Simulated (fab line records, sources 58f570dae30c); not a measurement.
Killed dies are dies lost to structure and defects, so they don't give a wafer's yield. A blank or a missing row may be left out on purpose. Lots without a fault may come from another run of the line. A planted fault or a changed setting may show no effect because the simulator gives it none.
One fault seen from 2 desks | flow berkeley_cmos170 | each desk has only its own numbers; what lay behind them comes last

THE TOOL OWNER'S DESK: implanter-04
The tool's own readings at UCB170_NSD_IMPLANT_08: means of the sampled wafers that have a number, for each lot that ran on this tool. A lot is out of limits, marked OUT, if its mean lies more than 4 standard deviations from the usual mean; the brackets give that distance.
Columns: A = beam_energy_keV at UCB170_NSD_IMPLANT_08, usual 39.998; B = faraday_current_uA at UCB170_NSD_IMPLANT_08, usual 9247
lot  | first seen here | A                        | B
L550 | day 8 19:53     | 26.810 (-99 or more) OUT | 9155
L552 | day 9 14:48     | 26.810 (-99 or more) OUT | 9273
This desk's finding: out of limits on L550, L552; first on L550, day 8 19:53 (beam_energy_keV at UCB170_NSD_IMPLANT_08). In limits: none.

THE METROLOGY DESK
What the gauges read, lot by lot, whatever tool the lot ran on: means of the sampled wafers that have a number. A lot is out of limits, marked OUT, if its mean lies more than 4 standard deviations from the usual mean; the brackets give that distance.
Columns: A = NSD_TW at UCB170_NSD_TW_MEAS_10, usual 4225; B = NSD_RS at UCB170_SDANNEAL_RS_MEAS_03, usual 37.15 ohm/sq
lot  | first seen here | A              | B
L550 | day 8 20:07     | 3816 (-15) OUT | 42.47 (+55) OUT
L554 | day 9 14:34     | 4275           | 37.12
L552 | day 9 15:02     | 3820 (-15) OUT | 42.45 (+55) OUT
L556 | day 10 04:49    | 4208           | 37.11
L558 | day 10 15:11    | 4223           | 37.15
L561 | day 11 04:29    | 4236           | 37.15
L562 | day 11 04:44    | 4256           | 37.09
L564 | day 11 21:34    | 4184           | 37.11
This desk's finding: out of limits on L550, L552; first on L550, day 8 20:07 (NSD_TW at UCB170_NSD_TW_MEAS_10). In limits: L554, L556, L558, L561, L562, L564.

PUT TOGETHER
The tool owner's desk could have raised an alarm at day 8 19:53, on L550, L552.
The metrology desk could have raised an alarm at day 8 20:07, on L550, L552.
Of the lots named, all ran UCB170_NSD_IMPLANT_08 on implanter-04.

WHAT THE SIMULATOR HAD PUT IN
Process parameter drift: implanter-04, from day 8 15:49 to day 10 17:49, at UCB170_NSD_IMPLANT_08. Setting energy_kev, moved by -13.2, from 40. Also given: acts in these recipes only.
Lots struck among those shown: L550, L552.
Hours from the fault's start to each desk's first reading out of limits: the tool owner's desk, 4; the metrology desk, 4.
